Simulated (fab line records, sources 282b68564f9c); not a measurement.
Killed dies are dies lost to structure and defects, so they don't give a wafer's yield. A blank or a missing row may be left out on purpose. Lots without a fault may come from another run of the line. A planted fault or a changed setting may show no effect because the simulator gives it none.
Problem report in the 8D (eight disciplines) form, filled by code | flow rit_cmos | the parts of the form that need people (team, actions taken, sign-off) are left out

1. THE PROBLEM
ACTIVE_OXIDE_THK at RIT_ACTIVE_THK_MEAS_02 reads a mean of 41.6 nm on 6 wafers of 2 lots; wafers without a fault read 48.6 nm with a standard deviation of 1. That is -7.0 standard deviations from the usual mean.
First seen on wafer L260.2, day 4 10:25, on film_metro-01. The record holds 42 wafers of 14 lots with a number at this step. Rule for "out", or "out of limits": more than 4 standard deviations from the usual mean. The other wafers with a number count as sound.

2. WHAT IT IS AND WHAT IT IS NOT
question                    | is                     | is not
which readings at this step | ACTIVE_OXIDE_THK       | -
which lots                  | L260, L261             | L246, L248, L250, L251, L253, L254, L256, L263, L264, L265, L267, L269
which wafers of those lots  | all that have a number | -
read on which gauges        | film_metro-01          | film_metro-03, film_metro-04
when                        | from day 4 10:25       | up to then (21 sound wafers); but 15 sound wafers of L263, L264, L265, L267, L269 came after

3. SUSPECTS, AND WHAT RULES EACH OUT
Counting: a tool at a process step up to the reading stays a suspect if it ran every lot that is out and no sound lot after the first of them.
- the gauge at RIT_ACTIVE_THK_MEAS_02: kept. All the wafers that are out were read on film_metro-01, and no step on other tools shows them out.
- furnace-03 at RIT_ACTIVE_OXIDATION_01 (target thk 46.8 nm, ox time 3360 s): kept. It ran every lot that is out, first L260 (day 4 08:28), and no sound lot after that; its last sound lot up to then is L256 (day 3 12:07).
Left after counting: furnace-03 at RIT_ACTIVE_OXIDATION_01, film_metro-01 at RIT_ACTIVE_THK_MEAS_02.

4. THE CAUSE (what the simulator had put in)
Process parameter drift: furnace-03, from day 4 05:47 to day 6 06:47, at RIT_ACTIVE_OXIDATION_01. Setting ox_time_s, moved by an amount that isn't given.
Counting left 2 suspects, and this tool is among them.

5. THE CHAIN OF EFFECTS, in route order
Each row: a reading whose mean over the struck wafers that have a number lies more than 3 standard deviations from the usual. Only readings for which the record gives a usual standard deviation are gone through. hours: the time from each lot's start at the first step in this table that gives one to its start at this step, as a median over the lots. sigmas: the change in usual standard deviations.
hours | step                   | reading          | usual   | on struck wafers | change | sigmas
0     | RIT_ACTIVE_THK_MEAS_02 | ACTIVE_OXIDE_THK | 48.6 nm | 41.6             | -7.0   | -7.0
Later measuring or inspecting steps at which every struck wafer that the step has a row for has a number for every such reading, and none has moved that far: RIT_FOX2_THK_MEAS_01, RIT_NRETRO_OVL_MEAS_06, RIT_PLDD_TW_MEAS_10.

6. WHAT WOULD HAVE CAUGHT IT SOONER
In this record the first reading out of limits at a measuring or inspecting step was taken at day 4 10:25, 5 hours after the fault began at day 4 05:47.
Of the lots that are out (2), L261 began RIT_ACTIVE_OXIDATION_01 on furnace-03 after day 4 10:25. A hold on the tool at that time would have spared it.
